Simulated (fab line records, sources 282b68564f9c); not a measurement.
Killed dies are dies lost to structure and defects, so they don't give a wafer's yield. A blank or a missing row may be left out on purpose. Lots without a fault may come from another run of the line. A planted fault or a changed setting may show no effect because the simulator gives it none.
One fault seen from 2 desks | flow rit_cmos | each desk has only its own numbers; what lay behind them comes last

THE METROLOGY DESK
What the gauges read, lot by lot, whatever tool the lot ran on: means of the sampled wafers that have a number. A lot is out of limits, marked OUT, if its mean lies more than 4 standard deviations from the usual mean; the brackets give that distance.
Columns: A = INCOMING_BOW at RIT_ACTIVE_BOW_MEAS_00, usual 0 um; B = ACTIVE_OXIDE_THK at RIT_ACTIVE_THK_MEAS_02, usual 46.6 nm
lot  | first seen here | A  | B
L631 | day 1 10:01     | 5  | 46.2
L632 | day 1 15:02     | 1  | 47.1
L633 | day 1 20:00     | -4 | 46.0
L634 | day 2 01:00     | -3 | 46.9
L638 | day 2 21:02     | -7 | 45.1
L640 | day 3 07:02     | -1 | 61.0 (+18) OUT
L641 | day 3 12:00     | -4 | 61.1 (+18) OUT
L643 | day 3 22:00     | 0  | 45.8
L645 | day 4 08:00     | 7  | 45.6
L647 | day 4 18:00     | 1  | 47.1
L649 | day 5 04:00     | -4 | 46.0
L651 | day 5 14:02     | 1  | 47.0
L652 | day 5 19:02     | -4 | 46.3
L654 | day 6 05:01     | 4  | 47.6
This desk's finding: out of limits on L640, L641; first on L640, day 3 09:25 (ACTIVE_OXIDE_THK at RIT_ACTIVE_THK_MEAS_02). In limits: L631, L632, L633, L634, L638, L643, L645, L647, L649, L651, L652, L654.

THE TOOL OWNER'S DESK: furnace-01
The tool's own readings at RIT_ACTIVE_OXIDATION_01 (target thk 46.8 nm, ox time 3360 s): means of the sampled wafers that have a number, for each lot that ran on this tool. A lot is out of limits, marked OUT, if its mean lies more than 4 standard deviations from the usual mean; the brackets give that distance.
Columns: A = ox_temp_c at RIT_ACTIVE_OXIDATION_01, usual 999.9 C; B = ox_temp_c_max at RIT_ACTIVE_OXIDATION_01, usual 1003.8; C = spike_tc_source_C at RIT_ACTIVE_OXIDATION_01, usual 1023.8 C; D = tube_center_temp_C_max at RIT_ACTIVE_OXIDATION_01, usual 1002.5; E = zone_power_load_pct at RIT_ACTIVE_OXIDATION_01, usual 34.4 %
lot  | first seen here | A      | B      | C      | D      | E
L632 | day 1 15:07     | 999.8  | 1005.0 | 1025.5 | 1002.6 | 34.8
L640 | day 3 07:28     | 1000.0 | 1004.2 | 1027.0 | 1002.3 | 34.4
L641 | day 3 13:31     | 999.9  | 1004.5 | 1025.7 | 1002.3 | 34.6
This desk's finding: nothing out of limits on any of the 3 lots.

PUT TOGETHER
The metrology desk could have raised an alarm at day 3 09:25, on L640, L641.
The tool owner's desk saw nothing out of limits.
The tool owner's desk has L640, L641 on record, within its limits.
Of the lots named, all ran RIT_ACTIVE_OXIDATION_01 on furnace-01.

WHAT THE SIMULATOR HAD PUT IN
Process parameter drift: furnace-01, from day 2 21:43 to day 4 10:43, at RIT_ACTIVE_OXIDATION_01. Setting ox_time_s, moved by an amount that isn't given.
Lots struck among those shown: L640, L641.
Hours from the fault's start to each desk's first reading out of limits: the metrology desk, 12.
